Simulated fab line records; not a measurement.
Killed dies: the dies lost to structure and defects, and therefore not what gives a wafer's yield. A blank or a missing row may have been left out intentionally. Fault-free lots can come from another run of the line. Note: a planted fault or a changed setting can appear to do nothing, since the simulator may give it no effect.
Commonality check across tools / flow rit_cmos / Lots sampled 14, wafers sampled 42

== REASON FOR OPENING ==
At RIT_FOX1_THK_MEAS_01 the reading FOX1_OXIDE_THK is flagged on 2 of 14 lots. No-fault wafers: 354 nm, standard deviation 7.
Rule: a lot is flagged when every wafer of it that has a number lies more than 4 standard deviations from that mean, or none has a number. The other lots count as sound.

lot=L138; measured=day 1 18:13; on=film_metro-02; FOX1_OXIDE_THK (nm), wafer by wafer=351 352 351; flag=
lot=L139; measured=day 2 00:11; on=film_metro-02; FOX1_OXIDE_THK (nm), wafer by wafer=356 354 361; flag=
lot=L140; measured=day 2 03:01; on=film_metro-03; FOX1_OXIDE_THK (nm), wafer by wafer=360 357 356; flag=
lot=L141; measured=day 2 10:46; on=film_metro-03; FOX1_OXIDE_THK (nm), wafer by wafer=351 356 358; flag=
lot=L143; measured=day 2 19:04; on=film_metro-03; FOX1_OXIDE_THK (nm), wafer by wafer=368 363 372; flag=
lot=L144; measured=day 3 00:28; on=film_metro-02; FOX1_OXIDE_THK (nm), wafer by wafer=359 358 368; flag=
lot=L145; measured=day 3 05:23; on=film_metro-03; FOX1_OXIDE_THK (nm), wafer by wafer=349 344 344; flag=
lot=L146; measured=day 3 10:58; on=film_metro-01; FOX1_OXIDE_THK (nm), wafer by wafer=357 354 351; flag=
lot=L147; measured=day 3 14:08; on=film_metro-03; FOX1_OXIDE_THK (nm), wafer by wafer=413 407 408; flag=FLAGGED
lot=L151; measured=day 4 11:14; on=film_metro-02; FOX1_OXIDE_THK (nm), wafer by wafer=404 408 413; flag=FLAGGED
lot=L152; measured=day 4 15:39; on=film_metro-03; FOX1_OXIDE_THK (nm), wafer by wafer=356 359 355; flag=
lot=L155; measured=day 5 07:44; on=film_metro-03; FOX1_OXIDE_THK (nm), wafer by wafer=354 351 357; flag=
lot=L157; measured=day 5 16:14; on=film_metro-01; FOX1_OXIDE_THK (nm), wafer by wafer=346 343 350; flag=
lot=L160; measured=day 6 08:05; on=film_metro-03; FOX1_OXIDE_THK (nm), wafer by wafer=359 359 362; flag=
The mean of the flagged lots' numbers is 409 nm, +55 nm from the usual (+8 standard deviations).

== TOOL THAT RAN EACH LOT ==
The record keeps 1 process step preceding the reading, out of 202 steps on the route. Every cell lists first the tool, next ch and the chambers used by the sampled wafers, and last the start.
lot=L138; flag=; RIT_FOX1_OXIDATION_00=furnace-03 ch 0, day 1 16:52
lot=L139; flag=; RIT_FOX1_OXIDATION_00=furnace-02 ch 0, day 1 22:52
lot=L140; flag=; RIT_FOX1_OXIDATION_00=furnace-02 ch 0, day 2 01:40
lot=L141; flag=; RIT_FOX1_OXIDATION_00=furnace-03 ch 0, day 2 09:28
lot=L143; flag=; RIT_FOX1_OXIDATION_00=furnace-02 ch 0, day 2 17:44
lot=L144; flag=; RIT_FOX1_OXIDATION_00=furnace-02 ch 0, day 2 23:07
lot=L145; flag=; RIT_FOX1_OXIDATION_00=furnace-03 ch 0, day 3 04:03
lot=L146; flag=; RIT_FOX1_OXIDATION_00=furnace-03 ch 0, day 3 09:39
lot=L147; flag=FLAGGED; RIT_FOX1_OXIDATION_00=furnace-03 ch 0, day 3 12:49
lot=L151; flag=FLAGGED; RIT_FOX1_OXIDATION_00=furnace-03 ch 0, day 4 09:54
lot=L152; flag=; RIT_FOX1_OXIDATION_00=furnace-02 ch 0, day 4 14:20
lot=L155; flag=; RIT_FOX1_OXIDATION_00=furnace-01 ch 0, day 5 06:25
lot=L157; flag=; RIT_FOX1_OXIDATION_00=furnace-02 ch 0, day 5 14:55
lot=L160; flag=; RIT_FOX1_OXIDATION_00=furnace-02 ch 0, day 6 06:47
What these steps do:
- RIT_FOX1_OXIDATION_00: target thk 350.7 nm, ox time 1130 s.
- RIT_FOX1_THK_MEAS_01

== FLAGGED OVER TOTAL, TOOL BY TOOL (the gauges that took the reading come last) ==
step=RIT_FOX1_OXIDATION_00; tool=furnace-01; lots run=1; flagged=0; share of the flagged lots=none; sound lots run after its first flagged lot=-
step=RIT_FOX1_OXIDATION_00; tool=furnace-02; lots run=7; flagged=0; share of the flagged lots=none; sound lots run after its first flagged lot=-
step=RIT_FOX1_OXIDATION_00; tool=furnace-03; lots run=6; flagged=2; share of the flagged lots=all; sound lots run after its first flagged lot=0
step=RIT_FOX1_THK_MEAS_01; tool=film_metro-01; lots run=2; flagged=0; share of the flagged lots=none; sound lots run after its first flagged lot=-
step=RIT_FOX1_THK_MEAS_01; tool=film_metro-02; lots run=4; flagged=1; share of the flagged lots=some; sound lots run after its first flagged lot=0
step=RIT_FOX1_THK_MEAS_01; tool=film_metro-03; lots run=8; flagged=1; share of the flagged lots=some; sound lots run after its first flagged lot=3 (L152,L155,L160)

== WHAT THE TABLE PERMITS ==
Rows of the table that ran each flagged lot: 1, that is furnace-03 at RIT_FOX1_OXIDATION_00.
- furnace-03 at RIT_FOX1_OXIDATION_00 ran 6 lots, 2 of them flagged. Its last sound lot is L146 (day 3 09:39), its first flagged lot L147 (day 3 12:49): a fault that began between those two fits. Its own readings lie more than 4 standard deviations out on every wafer of the flagged lots: spike_tc_centre_C, spike_tc_load_C, spike_tc_source_C, tube_center_temp_C, tube_center_temp_C_max.
Just one tool remains: furnace-03 at RIT_FOX1_OXIDATION_00.

== WHAT THE SIMULATOR PUT IN ==
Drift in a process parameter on furnace-03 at RIT_FOX1_OXIDATION_00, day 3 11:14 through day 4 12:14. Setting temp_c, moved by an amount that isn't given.
Shown lots that were struck: L147, L151. The rule above reached the same finding.
